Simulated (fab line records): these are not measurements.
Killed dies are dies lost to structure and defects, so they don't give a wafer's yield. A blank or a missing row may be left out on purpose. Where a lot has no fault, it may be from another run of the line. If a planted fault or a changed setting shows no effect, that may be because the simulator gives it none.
The tool behind it: which one?    flow rit cmos    14 lots, 42 wafers sampled, at 6 steps of a route of 202

== WHAT THE GAUGES READ, wafer by wafer ==
RIT_PLDD_TW_MEAS_10. Usual: PLDD_TW typically reads 2353, with standard deviation 15.
lot   measured     on             PLDD_TW         flag
L165  day 2 20:41  film metro-03  2331 2341 2362  
L166  day 3 00:52  film metro-01  2373 2384 2369  
L167  day 3 07:32  film metro-03  2334 2339 2340  
L168  day 3 11:47  film metro-01  2371 2377 2390  
L169  day 3 16:09  film metro-04  2339 2331 2337  
L170  day 3 20:52  film metro-03  2334 2328 2339  
L171  day 4 04:04  film metro-01  2354 2366 2379  
L172  day 4 08:01  film metro-01  2367 2371 2372  
L173  day 4 13:01  film metro-01  2360 2358 2373  
L174  day 4 15:50  film metro-04  2353 2343 2334  
L175  day 4 21:10  film metro-04  2345 2344 2343  
L176  day 5 03:18  film metro-03  2334 2340 2339  
L183  day 6 14:00  film metro-01  1689 1674 1678  OFF
L185  day 7 02:36  film metro-01  1685 1681 1685  OFF

RIT_SDANNEAL_RS_MEAS_06: uses a four-point probe to measure. Usual: PLDD_RS typically reads 178.6 ohm/sq, with standard deviation 0.68.
lot   measured     on             PLDD_RS (ohm/sq)   flag
L165  day 3 02:49  film metro-01  178.1 177.9 177.5  
L166  day 3 07:17  film metro-04  179.1 179.1 178.5  
L167  day 3 13:50  film metro-03  179.0 179.1 178.7  
L168  day 3 17:53  film metro-03  178.4 178.1 178.5  
L169  day 3 22:28  film metro-03  179.3 179.0 178.9  
L170  day 4 02:58  film metro-01  178.9 178.8 178.9  
L171  day 4 10:20  film metro-04  178.8 179.5 178.5  
L172  day 4 14:12  film metro-03  178.0 178.3 177.9  
L173  day 4 20:15  film metro-03  178.8 178.4 178.5  
L174  day 4 22:19  film metro-03  178.1 178.2 178.3  
L175  day 5 03:48  film metro-04  179.3 179.3 179.1  
L176  day 5 10:41  film metro-04  178.8 179.6 179.2  
L183  day 6 20:31  film metro-03  428.7 432.1 431.3  OFF
L185  day 7 08:40  film metro-04  430.0 427.3 427.6  OFF

== WHICH TOOL RAN EACH LOT (tool, then ch and the chambers of the sampled wafers, then the start) ==
lot   RIT_PRETRO_STRIP_09                  RIT_GATE_STRIP_20                    RIT_PLDD_IMPLANT_08             RIT_NSD_STRIP_09
L165  plasma asher-01 ch 0,1, day 2 09:10  plasma asher-03 ch 0,1, day 2 14:20  implanter-02 ch 0, day 2 20:22  plasma asher-01 ch 0,1, day 3 00:27
L166  plasma asher-01 ch 0, day 2 13:16    plasma asher-04 ch 0,1, day 2 18:26  implanter-04 ch 0, day 3 00:33  plasma asher-02 ch 0,1, day 3 04:45
L167  plasma asher-02 ch 0,1, day 2 17:04  plasma asher-04 ch 0,1, day 3 01:13  implanter-04 ch 0, day 3 07:14  plasma asher-02 ch 0,1, day 3 11:24
L168  plasma asher-02 ch 0,1, day 2 22:11  plasma asher-04 ch 0,1, day 3 05:36  implanter-02 ch 0, day 3 11:27  plasma asher-02 ch 0,1, day 3 15:33
L169  plasma asher-04 ch 0,1, day 3 04:22  plasma asher-01 ch 0, day 3 09:58    implanter-02 ch 0, day 3 15:49  plasma asher-01 ch 0,1, day 3 20:02
L170  plasma asher-04 ch 0,1, day 3 09:31  plasma asher-01 ch 0,1, day 3 14:47  implanter-02 ch 0, day 3 20:33  plasma asher-02 ch 0,1, day 4 00:38
L171  plasma asher-01 ch 0, day 3 15:44    plasma asher-04 ch 0, day 3 21:46    implanter-04 ch 0, day 4 03:45  plasma asher-04 ch 0,1, day 4 08:01
L172  plasma asher-02 ch 0,1, day 3 19:50  plasma asher-01 ch 0,1, day 4 01:50  implanter-01 ch 0, day 4 07:41  plasma asher-01 ch 1, day 4 11:53
L173  plasma asher-01 ch 0,1, day 3 23:44  plasma asher-04 ch 0,1, day 4 06:25  implanter-02 ch 0, day 4 12:41  plasma asher-01 ch 0,1, day 4 17:43
L174  plasma asher-04 ch 0,1, day 4 04:27  plasma asher-01 ch 0,1, day 4 09:37  implanter-02 ch 0, day 4 15:31  plasma asher-01 ch 0, day 4 19:52
L175  plasma asher-04 ch 0,1, day 4 09:35  plasma asher-04 ch 0,1, day 4 14:44  implanter-02 ch 0, day 4 20:50  plasma asher-01 ch 0,1, day 5 01:21
L176  plasma asher-02 ch 0,1, day 4 15:31  plasma asher-03 ch 0,1, day 4 20:50  implanter-02 ch 0, day 5 03:01  plasma asher-04 ch 0,1, day 5 08:22
L183  plasma asher-04 ch 0,1, day 6 02:03  plasma asher-01 ch 0,1, day 6 07:55  implanter-04 ch 0, day 6 13:41  plasma asher-04 ch 0, day 6 18:06
L185  plasma asher-02 ch 0,1, day 6 10:47  plasma asher-01 ch 0,1, day 6 20:18  implanter-04 ch 0, day 7 02:17  plasma asher-01 ch 0,1, day 7 06:20
- RIT_PRETRO_STRIP_09: strips in O2, time 180 s.
- RIT_GATE_STRIP_20: strips in O2, time 180 s.
- RIT_PLDD_IMPLANT_08
- RIT_NSD_STRIP_09: strips in O2, time 180 s.

== WHAT THE TOOLS THEMSELVES READ (means of the sampled wafers that have a number; where no wafer has one, the mark that the record gives instead) ==
RIT_PRETRO_STRIP_09. Usual: drypump motor current A reads 5.87 A (standard deviation 0.28).
lot   tool             drypump motor current A (A)  flag
L165  plasma asher-01  5.58                         
L166  plasma asher-01  5.38                         
L167  plasma asher-02  6.14                         
L168  plasma asher-02  6.07                         
L169  plasma asher-04  5.74                         
L170  plasma asher-04  5.63                         
L171  plasma asher-01  5.37                         
L172  plasma asher-02  6.15                         
L173  plasma asher-01  5.60                         
L174  plasma asher-04  5.64                         
L175  plasma asher-04  5.65                         
L176  plasma asher-02  6.15                         
L183  plasma asher-04  5.77                         
L185  plasma asher-02  6.05                         

RIT_GATE_STRIP_20. Usual: drypump motor current A reads 5.63 A (standard deviation 0.28).
lot   tool             drypump motor current A (A)  flag
L165  plasma asher-03  5.38                         
L166  plasma asher-04  5.76                         
L167  plasma asher-04  5.64                         
L168  plasma asher-04  5.77                         
L169  plasma asher-01  5.40                         
L170  plasma asher-01  5.82                         
L171  plasma asher-04  5.87                         
L172  plasma asher-01  5.61                         
L173  plasma asher-04  5.64                         
L174  plasma asher-01  5.81                         
L175  plasma asher-04  5.77                         
L176  plasma asher-03  5.38                         
L183  plasma asher-01  5.82                         
L185  plasma asher-01  5.81                         

RIT_PLDD_IMPLANT_08. Usual: dose ions cm2 8.998e+14, standard deviation 1e+12; end station pressure torr 7.3e-06 Torr, standard deviation 3.7e-07; faraday current uA 2815, standard deviation 54.
lot   tool          dose ions cm2  end station pressure torr (Torr)  faraday current uA  flag
L165  implanter-02  8.994e+14      7.3e-06                           2820                
L166  implanter-04  9.005e+14      6.8e-06                           2795                
L167  implanter-04  9.001e+14      7.5e-06                           2900                
L168  implanter-02  8.984e+14      7.2e-06                           2795                
L169  implanter-02  9.002e+14      7.5e-06                           2779                
L170  implanter-02  8.992e+14      7.2e-06                           2809                
L171  implanter-04  8.994e+14      7.5e-06                           2826                
L172  implanter-01  9.008e+14      7.4e-06                           2827                
L173  implanter-02  8.991e+14      7.4e-06                           2819                
L174  implanter-02  8.987e+14      7.3e-06                           2810                
L175  implanter-02  9.012e+14      7.2e-06                           2814                
L176  implanter-02  8.997e+14      7.3e-06                           2815                
L183  implanter-04  2.706e+14      5.6e-06                           856                 OFF
L185  implanter-04  2.697e+14      6.2e-06                           847                 OFF

RIT_NSD_STRIP_09. Usual: drypump motor current A reads 5.8 A (standard deviation 0.3).
lot   tool             drypump motor current A (A)  flag
L165  plasma asher-01  5.8                          
L166  plasma asher-02  6.1                          
L167  plasma asher-02  6.1                          
L168  plasma asher-02  6.1                          
L169  plasma asher-01  5.6                          
L170  plasma asher-02  6.1                          
L171  plasma asher-04  5.6                          
L172  plasma asher-01  6.0                          
L173  plasma asher-01  5.6                          
L174  plasma asher-01  5.4                          
L175  plasma asher-01  5.6                          
L176  plasma asher-04  5.6                          
L183  plasma asher-04  5.9                          
L185  plasma asher-01  5.6                          

== THE ANSWER, worked out from the rows above alone ==
Rule: lot off if the mean of its wafers having a number is beyond 3 standard deviations from the usual mean. Also off: a lot with no number at a reading for which 4 or more lots have one. Where the step has rows for the other lots, those lots are counted as sound. After the gauges, taken in route order, come the tools' own readings; for these a lot's mean is taken, as printed above. At the first step where some lot is off, the reading lying furthest off is the one used; lots without a number count as furthest.
Off: L183, L185, at RIT_PLDD_TW_MEAS_10 (PLDD_TW).
A tool fits if, at a process step before that reading, it ran every lot that is off, and no sound lot after the first of them. Not tried: the gauges at RIT_PLDD_TW_MEAS_10; whatever is off there is also off at RIT_SDANNEAL_RS_MEAS_06, on other tools, and gauge error can't account for it. Can't be told from this: 2 tools fit, plasma asher-01 at RIT_GATE_STRIP_20, implanter-04 at RIT_PLDD_IMPLANT_08.

== WHAT HAD BEEN PUT IN BY THE SIMULATOR ==
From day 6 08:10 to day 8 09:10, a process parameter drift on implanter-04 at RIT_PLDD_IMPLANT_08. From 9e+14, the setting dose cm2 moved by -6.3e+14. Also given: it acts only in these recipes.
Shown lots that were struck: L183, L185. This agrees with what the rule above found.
